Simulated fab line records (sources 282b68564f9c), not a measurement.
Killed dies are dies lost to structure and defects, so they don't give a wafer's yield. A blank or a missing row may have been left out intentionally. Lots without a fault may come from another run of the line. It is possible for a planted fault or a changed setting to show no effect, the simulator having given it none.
fab line records	flow rit-cmos
record lots=14	wafers=41	last-day=7
route steps=202 shown M1@184
lots untouched by any fault: they come from a run of this same line in which no faults occurred
start-h: hours from the record's first day to the start of the lot's first wafer shown	wait-h: how many hours have passed since the lot's step before this one	" identical to the entry in the row above	L1.1+2: a single row standing in for several wafers	- value missing, or start not given	* or withheld: withheld	< > ~ a bound
route shown NAME@n: a module of which the file shows steps, and the number in the route of the first	usual: mean and standard deviation over wafers with no fault	same: alike in all rows	chamber/n: place in a boat	sites: readings site by site	_std_site: standard deviation of those values	_edge_site: outer sites' mean less inner sites'	radius-mm: for every site, how far away it sits from the centre of the wafer	mask NAME#n: copy n	behind: the last tool/chamber to shape the wafer	hold: what put the lot on hold/how long, in hours/how the hold closed	device: names the non-switching transistor (n, p or np)	end of line: the same wafers' tests at the end of the route	where a step has no rows: the recipe by itself	killed: the dies lost at the first sort to structure and to defects; this is not the yield of the wafer	map: a wafer's dies, marking killed ones x, the rest . and places with no die _
set.NAME: the run value of the setting; set.NAME@STEP: its run value at that earlier step	model.NAME: the simulator's own value behind a step, which no gauge read
steps of the route over a sample of lots; a table a step, a row a wafer
services: when a tool's chamber went out of use (start-h, in hours from the record's first day, below 0 if earlier), for how many hours, and the reason
## steps
# step RIT_M1_SPUTTER_00
# recipe material=Al	target-thk-nm=400	power-w=2000	chamber-pressure-pa=0.4	gas=Ar	time-s=500	substrate-temp-c=25
# usual throttle-valve-pct=29.8/0.82
lot.wafer	tool	chamber	start-h	wait-h	throttle-valve-pct
L818.1	pvd-sputter-04	-	56.63	0.0	29.0
L818.3	"	-	"	"	29.8
L818.5	"	-	"	"	30.3
L819.1	pvd-sputter-02	-	58.86	0.0	30.5
L819.2	"	-	"	"	31.0
L819.4	"	-	"	"	28.8
L820.2	pvd-sputter-04	-	68.01	0.0	30.2
L820.3	"	-	"	"	29.2
L820.5	"	-	"	"	28.9
L823.1	pvd-sputter-02	-	81.60	0.0	30.6
L823.2	"	-	"	"	28.7
L823.5	"	-	"	"	31.0
L824.1	pvd-sputter-03	-	84.67	0.0	30.3
L824.3	"	-	"	"	30.6
L824.5	"	-	"	"	30.7
L825.2	pvd-sputter-02	-	88.68	0.0	30.3
L825.5	"	-	"	"	28.7
L825.6	"	-	"	"	31.1
L827.3	pvd-sputter-02	-	98.31	0.0	31.0
L827.4	"	-	"	"	30.6
L827.6	"	-	"	"	28.7
L828.2	pvd-sputter-04	-	102.58	0.0	30.4
L828.4	"	-	"	"	29.3
L828.6	"	-	"	"	30.2
L829.3	pvd-sputter-02	-	111.54	0.0	29.1
L829.5	"	-	"	"	28.9
L829.6	"	-	"	"	31.0
L833.1	pvd-sputter-02	-	128.52	0.0	31.3
L833.2	"	-	"	"	29.4
L833.6	"	-	"	"	29.5
L835.3	pvd-sputter-02	-	136.67	0.0	28.8
L835.5	"	-	"	"	30.3
L837.1	pvd-sputter-02	-	150.01	0.0	29.4
L837.3	"	-	"	"	28.9
L837.6	"	-	"	"	29.4
L838.2	pvd-sputter-04	-	152.26	0.0	29.3
L838.3	"	-	"	"	30.0
L838.5	"	-	"	"	29.7
L840.2	pvd-sputter-03	-	163.85	0.0	30.2
L840.3	"	-	"	"	28.8
L840.6	"	-	"	"	30.1
# step RIT_M1_RS_MEAS_01
# recipe thk-meas-gauge=four-point-probe	reads=Al_of_M1_SPUTTER_00
# usual M1_AL_RS=0.0734/0.0011
lot.wafer	tool	chamber	start-h	wait-h	hold	M1_AL_RS[ohm/sq]
L818.1	film-metro-02	-	56.92	0.1	-	0.0717
L818.3	"	-	"	"	-	0.0726
L818.5	"	-	"	"	-	0.0721
L819.1	film-metro-02	-	59.16	0.1	-	0.0727
L819.2	"	-	"	"	-	0.0749
L819.4	"	-	"	"	-	0.0741
L820.2	film-metro-03	-	68.32	0.2	-	0.0732
L820.3	"	-	"	"	-	0.0725
L820.5	"	-	"	"	-	0.0721
L823.1	film-metro-03	-	81.89	0.1	-	0.0722
L823.2	"	-	"	"	-	0.0741
L823.5	"	-	"	"	-	0.0745
L824.1	film-metro-01	-	84.96	0.1	-	0.0731
L824.3	"	-	"	"	-	0.0737
L824.5	"	-	"	"	-	0.0742
L825.2	film-metro-03	-	89.00	0.2	-	0.0725
L825.5	"	-	"	"	-	0.0737
L825.6	"	-	"	"	-	0.0743
L827.3	film-metro-03	-	98.65	0.2	-	0.0743
L827.4	"	-	"	"	-	0.0726
L827.6	"	-	"	"	-	0.0732
L828.2	film-metro-01	-	102.89	0.2	-	0.0722
L828.4	"	-	"	"	-	0.0709
L828.6	"	-	"	"	-	0.0721
L829.3	film-metro-01	-	111.87	0.2	-	0.0737
L829.5	"	-	"	"	-	0.0738
L829.6	"	-	"	"	-	0.0757
L833.1	film-metro-03	-	128.81	0.1	-	0.0747
L833.2	"	-	"	"	-	0.0734
L833.6	"	-	"	"	-	0.0740
L835.3	film-metro-02	-	137.00	0.2	await-dispo/0.2h/release	0.0674
L835.5	"	-	"	"	await-dispo/0.2h/release	0.0668
L835.3	film-metro-02	-	137.29	0.3	-	0.0677
L835.5	"	-	"	"	-	0.0667
L837.1	film-metro-03	-	150.30	0.1	await-dispo/0.2h/release	0.0678
L837.3	"	-	"	"	await-dispo/0.2h/release	0.0675
L837.6	"	-	"	"	await-dispo/0.2h/release	0.0676
L837.1	film-metro-03	-	150.59	0.3	-	0.0679
L837.3	"	-	"	"	-	0.0674
L837.6	"	-	"	"	-	0.0678
L838.2	film-metro-03	-	152.58	0.2	-	0.0712
L838.3	"	-	"	"	-	0.0722
L838.5	"	-	"	"	-	0.0723
L840.2	film-metro-01	-	164.16	0.2	-	0.0740
L840.3	"	-	"	"	-	0.0740
L840.6	"	-	"	"	-	0.0741
# step RIT_M1_THK_MEAS_02
# recipe thk-meas-gauge=xrf	reads=Al_of_M1_SPUTTER_00
# usual M1_AL_THK=396/6.4
lot.wafer	tool	chamber	start-h	wait-h	hold	M1_AL_THK[nm]
L818.1	film-metro-02	-	57.04	0.1	-	403
L818.3	"	-	"	"	-	395
L818.5	"	-	"	"	-	400
L819.1	film-metro-02	-	59.28	0.1	-	397
L819.2	"	-	"	"	-	384
L819.4	"	-	"	"	-	388
L820.2	film-metro-03	-	68.43	0.1	-	397
L820.3	"	-	"	"	-	400
L820.5	"	-	"	"	-	402
L823.1	film-metro-03	-	82.01	0.1	-	400
L823.2	"	-	"	"	-	389
L823.5	"	-	"	"	-	389
L824.1	film-metro-01	-	85.08	0.1	-	400
L824.3	"	-	"	"	-	397
L824.5	"	-	"	"	-	394
L825.2	film-metro-03	-	89.11	0.1	-	399
L825.5	"	-	"	"	-	392
L825.6	"	-	"	"	-	392
L827.3	film-metro-03	-	98.75	0.1	-	392
L827.4	"	-	"	"	-	402
L827.6	"	-	"	"	-	398
L828.2	film-metro-01	-	103.00	0.1	-	406
L828.4	"	-	"	"	-	410
L828.6	"	-	"	"	-	406
L829.3	film-metro-01	-	111.97	0.1	-	398
L829.5	"	-	"	"	-	399
L829.6	"	-	"	"	-	386
L833.1	film-metro-03	-	128.93	0.1	-	390
L833.2	"	-	"	"	-	396
L833.6	"	-	"	"	-	392
L835.3	film-metro-02	-	142.40	5.1	await-dispo/0.2h/release	429
L835.5	"	-	"	"	await-dispo/0.2h/release	432
L835.3	film-metro-02	-	142.62	0.2	-	426
L835.5	"	-	"	"	-	432
L837.1	film-metro-03	-	152.44	1.8	await-dispo/0.2h/release	427
L837.3	"	-	"	"	await-dispo/0.2h/release	429
L837.6	"	-	"	"	await-dispo/0.2h/release	429
L837.1	film-metro-03	-	152.68	0.2	-	427
L837.3	"	-	"	"	-	429
L837.6	"	-	"	"	-	430
L838.2	film-metro-03	-	152.69	0.1	-	409
L838.3	"	-	"	"	-	402
L838.5	"	-	"	"	-	403
L840.2	film-metro-01	-	164.27	0.1	-	396
L840.3	"	-	"	"	-	393
L840.6	"	-	"	"	-	391
# step RIT_M1_METAL_ETCH_12
# recipe stop-on=SiO2	chemistry=Cl2/BCl3	target=Al	time-s=165	over-etch-frac=0.5	pressure-mtorr=100	target-depth-a=6000	rf-w=250	Cl2_flow_sccm=60	bcl3-flow-sccm=50
# usual drypump-motor-current-A=5.7/0.45	oes-product-au=0.772/0.0088	throttle-valve-pct=8.34/0.11
# same time-s=165
lot.wafer	tool	chamber	start-h	wait-h	drypump-motor-current-A	oes-product-au	rf-hours-counter-h	throttle-valve-pct
L818.1	rie-metal-02	1	58.70	0.2	5.4	0.786	36	8.27
L818.3	"	1	"	"	5.4	0.782	-	8.26
L818.5	"	0	"	"	5.9	0.777	-	8.36
L819.1	rie-metal-01	1	60.62	0.2	5.8	0.774	1	8.37
L819.2	"	0	"	"	6.4	0.759	1	8.20
L819.4	"	0	"	"	6.5	0.770	-	8.21
L820.2	rie-metal-04	0	69.89	0.2	5.0	0.773	3	8.53
L820.3	"	0	"	"	5.0	0.778	-	8.55
L820.5	"	0	"	"	5.0	0.769	-	8.55
L823.1	rie-metal-04	0	83.48	0.2	5.1	0.777	3	8.53
L823.2	"	1	"	"	5.5	0.763	3	8.31
L823.5	"	0	"	"	5.1	0.764	-	8.55
L824.1	rie-metal-02	1	86.55	0.2	5.4	0.781	37	8.27
L824.3	"	0	"	"	6.0	0.763	-	8.36
L824.5	"	0	"	"	6.0	0.763	-	8.37
L825.2	rie-metal-01	0	90.61	0.2	6.5	0.772	1	8.19
L825.5	"	0	"	"	6.5	0.762	-	8.20
L825.6	"	1	"	"	5.8	0.775	-	8.38
L827.3	rie-metal-02	0	100.25	0.2	6.0	0.768	-	8.37
L827.4	"	1	"	"	5.4	0.781	-	8.27
L827.6	"	1	"	"	5.4	0.772	-	8.27
L828.2	rie-metal-01	1	104.46	0.2	5.8	0.783	1	8.38
L828.4	"	1	"	"	5.8	0.790	-	8.39
L828.6	"	1	"	"	5.8	0.778	-	8.36
L829.3	rie-metal-04	0	113.48	0.2	5.1	0.775	-	8.55
L829.5	"	0	"	"	5.1	0.769	-	8.54
L829.6	"	1	"	"	5.5	0.745	-	8.31
L833.1	rie-metal-04	1	130.41	0.2	5.5	0.763	3	8.32
L833.2	"	1	"	"	5.5	0.774	-	8.31
L833.6	"	1	"	"	5.5	0.768	-	8.28
L835.3	rie-metal-04	0	145.72	0.2	5.0	0.807	-	8.55
L835.5	"	1	"	"	5.5	0.817	-	8.29
L838.2	rie-metal-01	0	154.03	0.2	6.5	0.778	2	8.18
L838.3	"	0	"	"	6.5	0.779	-	8.20
L838.5	"	1	"	"	5.8	0.779	-	8.37
L837.1	rie-metal-04	1	159.24	0.2	5.5	0.809	4	8.30
L837.3	"	1	"	"	5.5	0.808	-	8.30
L837.6	"	1	"	"	5.5	0.809	-	8.28
L840.2	rie-metal-04	1	165.61	0.2	5.5	0.765	4	8.29
L840.3	"	0	"	"	5.0	0.779	-	8.55
L840.6	"	1	"	"	5.5	0.768	-	8.29
# step RIT_M1_PROBE_99
# usual defect-limited-yield=97.3/1.2	killed-at-contacts=0.1/0.31	killed-at-front-end=7/3.2	killed-dies=7/3.2	killed-open=3.6/2.1	killed-short=3.5/2.1	sort_bin_3_pad_short=0.1/0.21	sort_bin_5_function=1.6/0.88	sort_bin_6_memory=1.0/0.66	sort-n-pass=257/3.2	sort-yield-pct=97.3/1.2
# same gross-dies=264	killed_at_M0_to_M3=0	killed_at_M4_up=0	killed-at-back-side=0	killed-at-other=0
lot.wafer	tool	chamber	start-h	wait-h	hold	defect-limited-yield[%]	killed-at-contacts	killed-at-front-end	killed-dies	killed-open	killed-short	sort_bin_3_pad_short[%]	sort_bin_5_function[%]	sort_bin_6_memory[%]	sort-n-pass	sort-yield-pct[%]
L818.1	prober-01	-	60.95	0.1	-	97.7	0	6	6	3	3	0.4	0.8	1.1	258	97.7
L818.3	prober-01	-	61.05	0.2	-	99.2	0	2	2	0	2	0.4	0	0.4	262	99.2
L818.5	prober-01	-	61.15	0.2	-	98.1	0	5	5	3	2	0	1.9	0	259	98.1
L819.1	prober-02	-	63.67	0.1	-	99.6	0	1	1	0	1	0	0	0.4	263	99.6
L819.2	prober-02	-	63.72	0.1	-	97.7	0	6	6	2	4	0	1.5	0.8	258	97.7
L819.4	prober-02	-	63.82	0.2	-	98.5	0	4	4	3	1	0	1.5	0	260	98.5
L820.2	prober-01	-	73.72	0.1	-	94.7	0	14	14	3	9	0.4	3.4	1.5	250	94.7
L820.3	prober-01	-	73.77	0.2	-	95.5	0	12	12	8	4	0	2.7	1.9	252	95.5
L820.5	prober-01	-	73.87	0.2	-	95.8	0	11	11	6	4	0	2.3	1.9	253	95.8
L823.1	prober-01	-	85.74	0.1	-	97.7	0	6	6	3	3	0	1.9	0.4	258	97.7
L823.2	prober-01	-	85.79	0.1	-	97.3	0	7	7	4	3	0.8	1.1	0.8	257	97.3
L823.5	prober-01	-	85.94	0.2	-	98.1	0	5	5	3	2	0	0.8	1.1	259	98.1
L824.1	prober-02	-	88.82	0.1	-	97.7	0	6	6	2	4	0	0.4	1.9	258	97.7
L824.3	prober-02	-	88.92	0.2	-	98.9	0	3	3	1	2	0	0.4	0.8	261	98.9
L824.5	prober-02	-	89.02	0.2	-	98.9	0	3	3	2	1	0	0.8	0.4	261	98.9
L825.2	prober-01	-	92.93	0.1	-	96.6	0	9	9	5	4	0	2.3	1.1	255	96.6
L825.5	prober-01	-	93.08	0.2	-	97.3	0	7	7	4	3	0	1.9	0.8	257	97.3
L825.6	prober-01	-	93.13	0.2	-	98.1	0	5	5	2	3	0.8	1.1	0	259	98.1
L827.3	prober-01	-	103.14	0.2	-	98.1	0	5	5	2	3	0	1.9	0	259	98.1
L827.4	prober-01	-	103.19	0.2	-	96.2	0	10	10	8	2	0	2.3	1.5	254	96.2
L827.6	prober-01	-	103.29	0.2	-	97.3	0	7	7	4	3	0.4	2.3	0	257	97.3
L828.2	prober-02	-	106.77	0.1	-	94.3	0	15	15	10	5	0.4	3.8	1.5	249	94.3
L828.4	prober-02	-	106.87	0.2	-	97.0	1	7	8	0	8	0.8	1.5	0.8	256	97.0
L828.6	prober-02	-	106.97	0.2	-	95.5	0	12	12	8	4	0	2.3	2.3	252	95.5
L829.3	prober-01	-	115.79	0.2	-	97.7	0	6	6	3	3	0	0.4	1.9	258	97.7
L829.5	prober-01	-	115.89	0.2	-	97.7	0	6	6	5	1	0	1.9	0.4	258	97.7
L829.6	prober-01	-	115.94	0.2	-	98.5	0	4	4	2	2	0.4	0.8	0.4	260	98.5
L833.1	prober-01	-	132.82	0.1	-	98.9	0	3	3	1	2	0	0.8	0.4	261	98.9
L833.2	prober-01	-	132.87	0.1	-	97.0	0	8	8	4	4	0	1.9	1.1	256	97.0
L833.6	prober-01	-	133.07	0.2	-	97.3	0	7	7	5	2	0.4	1.5	0.8	257	97.3
L838.2	prober-02	-	156.44	0.1	-	99.2	0	2	2	0	2	0	0.4	0.4	262	99.2
L838.3	prober-02	-	156.49	0.2	-	97.7	0	6	6	2	4	0	0.8	1.5	258	97.7
L838.5	prober-02	-	156.59	0.2	-	96.2	0	10	10	1	9	0	1.5	2.3	254	96.2
L835.3	prober-01	-	157.84	9.7	await-dispo/9.5h/release	97.7	0	6	6	4	2	0	1.5	0.8	258	97.7
L835.5	prober-01	-	157.94	9.7	await-dispo/9.5h/release	97.3	0	7	7	3	4	0.4	1.5	0.8	257	97.3
L840.2	prober-02	-	167.92	0.1	-	98.5	0	4	4	2	2	0.4	1.1	0	260	98.5
L840.3	prober-02	-	167.97	0.2	-	97.3	1	6	7	4	3	0	1.1	1.5	257	97.3
L840.6	prober-02	-	168.12	0.2	-	98.5	0	4	4	2	2	0.4	1.1	0	260	98.5
L837.1	prober-01	-	178.44	16.8	await-dispo/16.7h/release	96.6	0	9	9	6	3	0	2.7	0.8	255	96.6
L837.3	prober-01	-	178.54	16.8	await-dispo/16.7h/release	97.3	0	7	7	3	4	0	1.9	0.8	257	97.3
L837.6	prober-01	-	178.69	16.9	await-dispo/16.7h/release	96.6	0	9	9	5	4	0	1.5	1.9	255	96.6
# killed by level:class
L818.1 SILICIDE:geometric-particle:open=2 FOX2:geometric-particle:short=1 GATE:geometric-particle:short=1 SPACER:geometric-particle:open=1 SPACER:geometric-particle:short=1
L818.3 FOX1:geometric-particle:short=2
L818.5 SPACER:geometric-particle:short=2 GATE:geometric-particle:open=1 REOX:geometric-particle:open=1 SILICIDE:geometric-particle:open=1
L819.1 SILICIDE:geometric-particle:short=1
L819.2 GATE:geometric-particle:short=3 FOX1:geometric-particle:short=1 FOX2:geometric-particle:open=1 SILICIDE:geometric-particle:open=1
L819.4 FOX2:geometric-particle:open=1 GATE:geometric-particle:open=1 GATE:geometric-particle:short=1 REOX:geometric-particle:open=1
L820.2 GATE:geometric-particle:short=3 FOX1:geometric-particle:short=2 FOX2:geometric-particle:open=2 FOX2:geometric-particle:short=2 REOX:geometric-particle:short=2 PLDD:coat-microbubble-printed=2 GATE:geometric-particle:open=1
L820.3 GATE:geometric-particle:open=6 GATE:geometric-particle:short=2 FOX1:geometric-particle:open=1 FOX2:geometric-particle:open=1 SPACER:geometric-particle:short=1 SILICIDE:geometric-particle:short=1
L820.5 GATE:geometric-particle:open=4 REOX:geometric-particle:short=2 SILICIDE:geometric-particle:open=2 FOX1:geometric-particle:short=1 FOX2:geometric-particle:short=1 PLDD:coat-microbubble-printed=1
L823.1 GATE:geometric-particle:open=2 REOX:geometric-particle:short=1 SPACER:geometric-particle:short=1 SILICIDE:geometric-particle:open=1 SILICIDE:geometric-particle:short=1
L823.2 GATE:geometric-particle:open=2 SPACER:geometric-particle:open=2 GATE:geometric-particle:short=1 REOX:geometric-particle:short=1 SPACER:geometric-particle:short=1
L823.5 FOX1:geometric-particle:open=1 FOX2:geometric-particle:open=1 GATE:geometric-particle:open=1 GATE:geometric-particle:short=1 SPACER:geometric-particle:short=1
L824.1 GATE:geometric-particle:short=2 SILICIDE:geometric-particle:short=2 SPACER:geometric-particle:open=1 SILICIDE:geometric-particle:open=1
L824.3 FOX1:geometric-particle:short=1 GATE:geometric-particle:short=1 SPACER:geometric-particle:open=1
L824.5 FOX1:geometric-particle:short=1 GATE:geometric-particle:open=1 REOX:geometric-particle:open=1
L825.2 GATE:geometric-particle:open=2 SILICIDE:geometric-particle:open=2 FOX1:geometric-particle:open=1 FOX2:geometric-particle:short=1 GATE:geometric-particle:short=1 REOX:geometric-particle:short=1 SPACER:geometric-particle:short=1
L825.5 GATE:geometric-particle:open=3 REOX:geometric-particle:short=2 GATE:geometric-particle:short=1 REOX:geometric-particle:open=1
L825.6 REOX:geometric-particle:short=2 GATE:geometric-particle:open=1 REOX:geometric-particle:open=1 SILICIDE:geometric-particle:short=1
L827.3 GATE:geometric-particle:short=2 FOX1:geometric-particle:open=1 REOX:geometric-particle:open=1 REOX:geometric-particle:short=1
L827.4 GATE:geometric-particle:open=6 REOX:geometric-particle:short=2 FOX2:geometric-particle:open=1 REOX:geometric-particle:open=1
L827.6 REOX:geometric-particle:open=3 GATE:geometric-particle:short=1 GATE:geometric-particle:open=1 REOX:geometric-particle:short=1 SILICIDE:geometric-particle:short=1
L828.2 GATE:geometric-particle:open=6 GATE:geometric-particle:short=5 REOX:geometric-particle:open=2 FOX1:geometric-particle:open=1 SILICIDE:geometric-particle:open=1
L828.4 REOX:geometric-particle:short=3 FOX1:geometric-particle:short=2 SILICIDE:geometric-particle:short=2 CONTACT:geometric-particle:short=1
L828.6 GATE:geometric-particle:open=2 REOX:geometric-particle:open=2 SPACER:geometric-particle:short=2 SPACER:geometric-particle:open=2 FOX1:geometric-particle:open=1 FOX1:geometric-particle:short=1 REOX:geometric-particle:short=1 SILICIDE:geometric-particle:open=1
L829.3 FOX1:geometric-particle:short=2 FOX1:geometric-particle:open=2 GATE:geometric-particle:short=1 REOX:geometric-particle:open=1
L829.5 GATE:geometric-particle:open=2 REOX:geometric-particle:open=2 GATE:geometric-particle:short=1 SPACER:geometric-particle:open=1
L829.6 FOX1:geometric-particle:open=1 GATE:geometric-particle:open=1 GATE:geometric-particle:short=1 SPACER:geometric-particle:short=1
L833.1 GATE:geometric-particle:short=2 FOX1:geometric-particle:open=1
L833.2 GATE:geometric-particle:open=3 FOX1:geometric-particle:open=1 FOX1:geometric-particle:short=1 FOX2:geometric-particle:short=1 GATE:geometric-particle:short=1 SPACER:geometric-particle:short=1
L833.6 GATE:geometric-particle:open=4 GATE:geometric-particle:short=1 SILICIDE:geometric-particle:open=1 SILICIDE:geometric-particle:short=1
L838.2 SPACER:geometric-particle:short=2
L838.3 GATE:geometric-particle:short=3 FOX2:geometric-particle:open=1 SPACER:geometric-particle:open=1 SILICIDE:geometric-particle:short=1
L838.5 REOX:geometric-particle:short=3 SPACER:geometric-particle:short=2 FOX1:geometric-particle:short=1 FOX2:geometric-particle:short=1 GATE:geometric-particle:open=1 GATE:geometric-particle:short=1 SILICIDE:geometric-particle:short=1
L835.3 GATE:geometric-particle:open=2 FOX1:geometric-particle:open=1 GATE:geometric-particle:short=1 SILICIDE:geometric-particle:short=1 SILICIDE:geometric-particle:open=1
L835.5 FOX1:geometric-particle:open=2 FOX1:geometric-particle:short=2 FOX2:geometric-particle:short=1 GATE:geometric-particle:short=1 SPACER:geometric-particle:open=1
L840.2 FOX1:geometric-particle:short=2 FOX2:geometric-particle:open=2
L840.3 GATE:geometric-particle:open=2 GATE:geometric-particle:short=2 REOX:geometric-particle:open=1 SPACER:geometric-particle:short=1 CONTACT:geometric-particle:open=1
L840.6 REOX:geometric-particle:short=2 REOX:geometric-particle:open=2
L837.1 FOX1:geometric-particle:short=2 GATE:geometric-particle:open=2 FOX1:geometric-particle:open=1 FOX2:geometric-particle:open=1 REOX:geometric-particle:open=1 SPACER:geometric-particle:short=1 SILICIDE:geometric-particle:open=1
L837.3 FOX2:geometric-particle:open=2 GATE:geometric-particle:short=2 FOX1:geometric-particle:short=1 SILICIDE:geometric-particle:open=1 SILICIDE:geometric-particle:short=1
L837.6 SPACER:geometric-particle:open=2 FOX2:geometric-particle:short=1 FOX1:geometric-particle:short=1 GATE:geometric-particle:short=1 GATE:geometric-particle:open=1 REOX:geometric-particle:open=1 SPACER:geometric-particle:short=1 SILICIDE:geometric-particle:open=1
## services
tool	chamber	start-h	hours	kind
pvd-sputter-03	-	46.65	8.4	repair
pvd-sputter-04	-	48.98	4.7	repair
pvd-sputter-04	-	58.62	0.5	repair
rie-metal-04	-	64.87	0.9	repair
pvd-sputter-03	-	65.27	1.1	repair
pvd-sputter-04	-	72.06	4.4	repair
rie-metal-04	0	115.04	17.4	repair
rie-metal-04	1	121.73	6.4	repair
rie-metal-02	-	126.14	0.7	repair
rie-metal-02	-	136.12	20.0	pm
rie-metal-02	0	136.12	20.0	vent-cycle
rie-metal-02	1	136.12	20.0	vent-cycle
rie-metal-01	-	151.04	1.2	repair
rie-metal-02	0	156.12	-	clean
rie-metal-02	1	156.12	-	clean
## key
first-sign step=RIT_M1_RS_MEAS_01	reading=visit	direction=added
effect step=RIT_M1_RS_MEAS_01	reading=M1_AL_RS	direction=down	sigmas=5.3	usual=0.0734	struck=0.0674
effect step=RIT_M1_THK_MEAS_02	reading=visit	direction=added
effect step=RIT_M1_THK_MEAS_02	reading=M1_AL_THK	direction=up	sigmas=5.2	usual=396	struck=429
effect step=RIT_M1_METAL_ETCH_12	reading=oes-product-au	direction=up	sigmas=4.3	usual=0.772	struck=0.810
met-at RIT_M1_SPUTTER_00
struck-lots L835,L837
onset-between 128.52 136.67
fault kind=process-parameter-drift	tool=pvd-sputter-02	chamber=-	onset-h=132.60	steps=RIT_M1_SPUTTER_00	channel=target-thk-nm	offset=36.486	shape=step	end-h=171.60	stated=400
